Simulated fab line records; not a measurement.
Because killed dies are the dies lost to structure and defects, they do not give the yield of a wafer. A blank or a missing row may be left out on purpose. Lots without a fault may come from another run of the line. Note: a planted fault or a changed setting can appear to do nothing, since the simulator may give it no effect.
A lot that was struck, set against a sound lot	flow rit-cmos	26 out of 202 route steps
Sound: these wafers, L875.1, L875.2, L875.6. Struck: wafers L873.2, L873.5, L873.6. The cause is named last.
For every step that has rows: the tool of each side, followed by ch and its chambers, followed by its first start. Under that, the readings that differ: sound wafers	struck wafers	difference of the means	sigmas: that difference in standard deviations of wafers without a fault.
alike: readings whose means differ by less than 2 such deviations, and words and numbers that are the same on both sides. not compared: withheld readings, readings that some wafer has no value for, bounds like >300 that may hide the same value, and numbers for which the record gives no deviation and whose values overlap.
A row with sigmas, a row that says differs or no value, or rows on one side alone: a step with any of these is where the two part. When numbers do not overlap yet have no deviation, they are printed without sigmas and do not part them. A reading missing from all wafers of one side parts the sides only when that side holds two or more wafers.

first, 1 step without rows for these wafers: RIT_WELLDRIVE_ANNEAL_00 (time 14700 s).
RIT_WELLDRIVE_RS_MEAS_01: uses a four-point probe to measure.
  sound: film-metro-02 at day 4 20:37; struck: film-metro-02 at day 4 10:46
  alike: NWELL_RS
RIT_WELLDRIVE_RS_MEAS_02: uses a four-point probe to measure.
  sound: film-metro-02 at day 4 20:44; struck: film-metro-02 at day 4 10:53
  alike: PWELL_RS
then, 6 steps without rows for these wafers: RIT_NRETRO_HMDS_00 (prime time 60 s); RIT_NRETRO_COAT_01 (resist thk 1300 nm); RIT_NRETRO_SOFTBAKE_02 (time 60 s); RIT_NRETRO_EXPOSE_03 (exposes mask M4, target cd 43900 nm); RIT_NRETRO_PEB_04; RIT_NRETRO_DEVELOP_05 (develop time 68 s).
RIT_NRETRO_OVL_MEAS_06:
  sound: overlay-02 at day 4 21:52; struck: overlay-01 at day 4 11:52
  alike: NRETRO_OVL
then, 2 steps without rows for these wafers: RIT_NRETRO_HARDBAKE_07 (time 120 s); RIT_NRETRO_IMPLANT_08.
RIT_NRETRO_STRIP_09: strips in O2, time 180 s.
  sound on plasma-asher-04 ch 0,1, day 4 22:18; struck on plasma-asher-04 ch 0,1, day 4 12:18
  no value came back on the struck wafers for chamber-pressure-mTorr (mTorr), drypump-motor-current-A (A); on the sound wafers chamber-pressure-mTorr (mTorr) reads 4006 3999 4001
reading	sound	struck	difference	sigmas
model.NOVOLAK_of_NRETRO_COAT_01.thk-nm (nm)	0 0 0	1137 1138 1137	+1137	
  not compared: rf-hours-counter-h
RIT_NRETRO_TW_MEAS_10:
  sound: film-metro-01 at day 4 22:28; struck: film-metro-01 at day 4 12:29
  alike: NRETRO_TW
then, 6 steps without rows for these wafers: RIT_PRETRO_HMDS_00 (prime time 60 s); RIT_PRETRO_COAT_01 (resist thk 1300 nm); RIT_PRETRO_SOFTBAKE_02 (time 60 s); RIT_PRETRO_EXPOSE_03 (exposes mask M5, target cd 43700 nm); RIT_PRETRO_PEB_04; RIT_PRETRO_DEVELOP_05 (develop time 68 s).
RIT_PRETRO_OVL_MEAS_06:
  sound: overlay-01 at day 4 23:32; struck: overlay-02 at day 4 13:32
  alike: PRETRO_OVL
then, 2 steps without rows for these wafers: RIT_PRETRO_HARDBAKE_07 (time 120 s); RIT_PRETRO_IMPLANT_08.
RIT_PRETRO_STRIP_09: strips in O2, time 180 s.
  sound on plasma-asher-03 ch 0,1, day 4 23:58; struck on plasma-asher-01 ch 0,1, day 4 13:58
  alike: chamber-pressure-mTorr, drypump-motor-current-A
  not compared: rf-hours-counter-h
RIT_PRETRO_TW_MEAS_10:
  sound: film-metro-04 at day 5 00:09; struck: film-metro-01 at day 4 14:10
reading	sound	struck	difference	sigmas
PRETRO_TW	475.5 476.6 478.6	30.0 30.0 29.8	-447.0	-99 or more
then, 1 step without rows for these wafers: RIT_GATE_WET_ETCH_00 (etches SiO2 in BOE, target depth 56 nm, time 60 s).

WHERE THEY PART
First at RIT_NRETRO_STRIP_09; last, within this record, at RIT_PRETRO_TW_MEAS_10.

WHY: the cause the simulator had injected
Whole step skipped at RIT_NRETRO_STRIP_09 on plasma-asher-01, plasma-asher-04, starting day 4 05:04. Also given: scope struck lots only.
